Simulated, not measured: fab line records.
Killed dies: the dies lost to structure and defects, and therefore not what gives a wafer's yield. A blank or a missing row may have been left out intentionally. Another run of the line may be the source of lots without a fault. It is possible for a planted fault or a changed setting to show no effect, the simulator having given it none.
What tool caused it?	flow rit_cmos	21 wafers from 7 lots sampled at 2 of the route's 202 steps

## WHAT THE GAUGES SHOWED, per wafer
RIT_SDANNEAL_RS_MEAS_04: measures by four-point-probe.
lot	measured	on	PSD_RS (ohm/sq)
L199	day 3 17:16	film_metro-04	116.05 116.06 115.99
L203	day 4 08:29	film_metro-02	116.10 115.75 115.91
L205	day 4 15:19	film_metro-03	115.70 115.93 116.23
L207	day 5 11:09	film_metro-02	116.41 116.27 115.99
L210	day 6 06:46	film_metro-03	116.04 115.90 115.97
L216	day 7 07:14	film_metro-02	98.03 97.98 98.03
L221	day 8 02:50	film_metro-02	115.99 115.82 115.75

## TOOL THAT RAN EACH LOT (tool first, then ch and the chambers of the sampled wafers, then the start)
lot	RIT_SDANNEAL_RTA_03
L199	rtp_anneal-01 ch 0, day 3 17:12
L203	rtp_anneal-01 ch 0, day 4 08:25
L205	rtp_anneal-01 ch 0, day 4 15:14
L207	rtp_anneal-01 ch 0, day 5 11:05
L210	rtp_anneal-02 ch 0, day 6 06:43
L216	rtp_anneal-02 ch 0, day 7 07:09
L221	rtp_anneal-01 ch 0, day 8 02:46
- RIT_SDANNEAL_RTA_03: time 5 s.

## THE ANSWER, worked out from the rows above alone
Rule: the lots themselves supply what counts as usual. The widest of any qualifying gaps counts: lots, ordered by their means at a reading, are off when they make up no more than a third of the lots, leave a main group of 4 or more, and stand apart from it by 3 or more times the standard deviation of that group's means. Not used: any main group whose means are identical at the precision the tables above print for the reading. A lot without any number at a reading at which 4 lots or more have one is off too. Any other lot the step has rows for is counted as sound.
Off: at RIT_SDANNEAL_RS_MEAS_04 (PSD_RS), L216. The main group: mean 115.99 ohm/sq, standard deviation 0.12.
If a tool, at a process step before that reading, ran all the lots that are off and no sound lot after the first of them, it fits. Those tools and the gauges at RIT_SDANNEAL_RS_MEAS_04 are tried in the same way. One fits: RIT_SDANNEAL_RTA_03 on rtp_anneal-02. A fault onset in the window from L210 (day 6 06:43, its last sound lot) to L216 (day 7 07:09, its first lot off) fits.

## WHAT THE SIMULATOR PUT IN
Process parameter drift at RIT_SDANNEAL_RTA_03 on rtp_anneal-02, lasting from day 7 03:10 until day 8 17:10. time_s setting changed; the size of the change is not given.
Struck lots among those shown: L216. The rule above found the same.
